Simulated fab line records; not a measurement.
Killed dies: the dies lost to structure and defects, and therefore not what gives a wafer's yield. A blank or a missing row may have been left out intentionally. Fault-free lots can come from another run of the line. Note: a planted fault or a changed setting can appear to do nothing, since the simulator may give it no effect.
Struck lot and sound lot, side by side + flow rit_cmos + 44 steps out of a route of 202
Sound: the wafers L679.1, L679.2, L679.5. Struck: wafers L685.1, L685.2, L685.4. The cause is given at the end.
Each step with rows lists, per side, the tool, then ch with its chambers, then its first start. Under that, the readings that differ: sound wafers + struck wafers + difference of the means + sigmas: that difference in standard deviations of wafers without a fault.
alike: a reading whose means differ by less than 2 such deviations, as well as words and numbers matching on both sides. not compared: withheld readings; readings where some wafer has no value; bounds like >300 that might hide an equal value; numbers whose values overlap and for which the record gives no deviation.
The two part at a step that has a row with sigmas, a row that says differs or no value, or rows on one side only. When numbers do not overlap yet have no deviation, they are printed without sigmas and do not part them. Lack of a reading on every wafer of one side parts them only where that side has two or more wafers.

first, 3 steps without rows for these wafers: RIT_GATE_EXPOSE_13 (exposes mask M6, target cd 150 nm); RIT_GATE_PEB_14; RIT_GATE_DEVELOP_15 (develop time 50 s).
RIT_GATE_CD_MEAS_16: target cd 150 nm.
  sound: cd_sem-02 at day 3 19:07; struck: cd_sem-01 at day 4 19:59
| reading    | sound       | struck      | difference | sigmas |
|------------|-------------|-------------|------------|--------|
| cd_nm (nm) | 144 144 143 | 152 154 153 | +9         | +3     |
RIT_GATE_OVL_MEAS_17:
  sound: overlay-02 at day 3 19:14; struck: overlay-02 at day 4 20:07
  alike: GATE_OVL
then, 1 step without rows for these wafers: RIT_GATE_HARDBAKE_18 (time 60 s).
RIT_GATE_ETCH_19: etches poly-Si in SF6/CHF3/O2, stops on SiO2, time 165 s, target depth 312.5 nm.
  sound on rie_si-02 ch 1,2, day 3 19:25; struck on rie_si-01 ch 0,1,2, day 4 20:17
  alike: chamber_pressure_mTorr, drypump_motor_current_A, oes_product_au, throttle_valve_pct
  not compared: rf_hours_counter_h
RIT_GATE_STRIP_20: strips in O2, time 180 s.
  sound on plasma_asher-01 ch 0,1, day 3 19:31; struck on plasma_asher-01 ch 0,1, day 4 20:24
  alike: chamber_pressure_mTorr, drypump_motor_current_A
  not compared: rf_hours_counter_h
RIT_GATE_CD_MEAS_90: target cd 150 nm.
  sound: cd_sem-02 at day 3 19:42; struck: cd_sem-01 at day 4 20:34
| reading    | sound             | struck            | difference | sigmas |
|------------|-------------------|-------------------|------------|--------|
| cd_nm (nm) | 144.3 144.6 142.8 | 152.4 154.6 153.2 | +9.5       | +3     |
then, 3 steps without rows for these wafers: RIT_REOX_CLEAN_00 (cleans in SC1, time 600 s); RIT_REOX_CLEAN_01 (cleans in dHF, time 30 s); RIT_REOX_CLEAN_02 (cleans in SC2, time 600 s).
RIT_REOX_OXIDATION_03: target thk 25.2 nm, ox time 5580 s.
  sound on furnace-02 ch 0, day 3 20:23; struck on furnace-02 ch 0, day 4 22:10
| reading                                     | sound               | struck               | difference | sigmas      |
|---------------------------------------------|---------------------|----------------------|------------|-------------|
| spike_tc_centre_C (C)                       | 900.6 901.4 899.5   | 835.7 836.7 835.6    | -64.5      | -54         |
| spike_tc_load_C (C)                         | 931 930 931         | 863 863 864          | -67        | -16         |
| spike_tc_source_C (C)                       | 923.9 921.9 925.0   | 856.7 857.3 856.1    | -66.9      | -32         |
| tube_center_temp_C (C)                      | 900.1 899.95 899.97 | 834.18 834.27 834.22 | -65.78     | -99 or more |
| tube_center_temp_C_max                      | 902.8 902.4 902.3   | 837.1 836.4 836.7    | -65.8      | -99 or more |
| model.SiO2_of_REOX_OXIDATION_03.thk_nm (nm) | 25.26 25.07 25      | 12.44 12.48 12.21    | -12.73     |             |
| model.poly-Si_of_GATE_CVD_08.thk_nm (nm)    | 234.1 236.1 235.5   | 241.2 243 241.1      | +6.5       |             |
RIT_REOX_THK_MEAS_04:
  sound: film_metro-03 at day 3 22:56; struck: film_metro-04 at day 5 00:43
| reading             | sound          | struck         | difference | sigmas |
|---------------------|----------------|----------------|------------|--------|
| REOX_OXIDE_THK (nm) | 25.3 25.1 25.0 | 12.5 12.5 12.2 | -12.7      | -33    |
then, 6 steps without rows for these wafers: RIT_NLDD_HMDS_00 (prime time 60 s); RIT_NLDD_COAT_01 (resist thk 1000 nm); RIT_NLDD_SOFTBAKE_02 (time 60 s); RIT_NLDD_EXPOSE_03 (exposes mask M7, target cd 40700 nm); RIT_NLDD_PEB_04; RIT_NLDD_DEVELOP_05 (develop time 50 s).
RIT_NLDD_OVL_MEAS_06:
  sound: overlay-02 at day 3 23:58; struck: overlay-01 at day 5 01:45
| reading       | sound         | struck      | difference | sigmas |
|---------------|---------------|-------------|------------|--------|
| NLDD_OVL (nm) | -0.5 -0.2 0.4 | 4.1 3.0 3.7 | +3.7       | +3     |
then, 2 steps without rows for these wafers: RIT_NLDD_HARDBAKE_07 (time 60 s); RIT_NLDD_IMPLANT_08.
RIT_NLDD_STRIP_09: strips in O2, time 180 s.
  sound on plasma_asher-04 ch 0,1, day 4 00:19; struck on plasma_asher-03 ch 0,1, day 5 02:05
  alike: chamber_pressure_mTorr, drypump_motor_current_A
  not compared: rf_hours_counter_h
RIT_NLDD_TW_MEAS_10:
  sound: film_metro-03 at day 4 00:30; struck: film_metro-01 at day 5 02:16
  alike: NLDD_TW
then, 6 steps without rows for these wafers: RIT_PLDD_HMDS_00 (prime time 60 s); RIT_PLDD_COAT_01 (resist thk 1000 nm); RIT_PLDD_SOFTBAKE_02 (time 60 s); RIT_PLDD_EXPOSE_03 (exposes mask M8, target cd 40900 nm); RIT_PLDD_PEB_04; RIT_PLDD_DEVELOP_05 (develop time 50 s).
RIT_PLDD_OVL_MEAS_06:
  sound: overlay-01 at day 4 01:28; struck: overlay-02 at day 5 03:10
  alike: PLDD_OVL
then, 2 steps without rows for these wafers: RIT_PLDD_HARDBAKE_07 (time 60 s); RIT_PLDD_IMPLANT_08.
RIT_PLDD_STRIP_09: strips in O2, time 180 s.
  sound on plasma_asher-04 ch 0,1, day 4 01:49; struck on plasma_asher-01 ch 0,1, day 5 03:31
  alike: chamber_pressure_mTorr, drypump_motor_current_A
  not compared: rf_hours_counter_h
RIT_PLDD_TW_MEAS_10:
  sound: film_metro-01 at day 4 01:59; struck: film_metro-03 at day 5 03:41
  alike: PLDD_TW
RIT_SPACER_CLEAN_00: cleans in SC1, time 600 s.
  sound on wet_bench-02 ch 2, day 4 02:02; struck on wet_bench-04 ch 1, day 5 03:44
| reading                                     | sound            | struck            | difference | sigmas |
|---------------------------------------------|------------------|-------------------|------------|--------|
| model.SiO2_of_REOX_OXIDATION_03.thk_nm (nm) | 23.34 23.15 23.1 | 11.48 11.52 11.27 | -11.77     |        |
  alike: bath_guard_temp_C
then, 3 steps without rows for these wafers: RIT_SPACER_CLEAN_01 (cleans in dHF, time 30 s); RIT_SPACER_CLEAN_02 (cleans in SC2, time 600 s); RIT_SPACER_CVD_03 (deposits Si3N4 from SiH2Cl2/NH3, target thk 250 nm, time 3300 s).
RIT_SPACER_THK_MEAS_04:
  sound: film_metro-01 at day 4 04:40; struck: film_metro-04 at day 5 06:04
  alike: SPACER_NITRIDE_THK
RIT_SPACER_ETCHBACK_05: etches Si3N4 in SF6/CHF3, stops on SiO2, target depth 250 nm, time 240 s.
  sound on rie_diel-02 ch 0,1, day 4 04:44; struck on rie_diel-04 ch 0,1,2, day 5 06:07
  alike: chamber_pressure_mTorr, drypump_motor_current_A, oes_product_au, throttle_valve_pct
  not compared: rf_hours_counter_h
RIT_SDANNEAL_CLEAN_02: cleans in SC2, time 600 s.
  sound on wet_bench-03 ch 0, day 4 08:23; struck on wet_bench-02 ch 0, day 5 09:46
  alike: bath_guard_temp_C
  not compared: model.poly-Si_of_GATE_CVD_08.thk_nm
RIT_M1_PROBE_99:
  sound: prober-02 at day 4 16:11; struck: prober-02 at day 5 17:47
| reading                             | sound             | struck            | difference | sigmas |
|-------------------------------------|-------------------|-------------------|------------|--------|
| model.etest.pmos_turned.r_on_ohm_um | 3410 3437 3263    | 2639 2663 2719    | -696       |        |
| model.etest.pmos_0p3.r_on_ohm_um    | 6388 6408 6224    | 5765 5822 5817    | -539       |        |
| model.etest.pmos_0p15.r_on_ohm_um   | 2694 2737 2598    | 2227 2268 2323    | -404       |        |
| model.etest.pldd.rs_ohm_sq          | 538.8 527.5 520.8 | 231.6 233 231.7   | -296.9     |        |
| model.etest.nldd.rs_ohm_sq          | 410.6 405.2 404   | 234.6 234.3 232.8 | -172.7     |        |
| model.etest.nmos_turned.drive_ua_um | 317.5 317 323.1   | 405.4 390.1 395.2 | +77.7      |        |
  alike: killed_at_contacts, killed_at_front_end, killed_dies, killed_open, killed_short
  not compared: model.etest.nmos_0p15.r_on_ohm_um, model.etest.nmos_0p3.r_on_ohm_um

## WHERE THEY PART
Earliest at RIT_GATE_CD_MEAS_16; latest, in this record, at RIT_NLDD_OVL_MEAS_06. Later steps at which nothing parts them and some readings are alike: RIT_NLDD_STRIP_09, RIT_NLDD_TW_MEAS_10, RIT_PLDD_OVL_MEAS_06, RIT_PLDD_STRIP_09, RIT_PLDD_TW_MEAS_10, RIT_SPACER_CLEAN_00, RIT_SPACER_THK_MEAS_04, RIT_SPACER_ETCHBACK_05, RIT_SDANNEAL_CLEAN_02, RIT_M1_PROBE_99.

WHY: whatever the simulator had introduced
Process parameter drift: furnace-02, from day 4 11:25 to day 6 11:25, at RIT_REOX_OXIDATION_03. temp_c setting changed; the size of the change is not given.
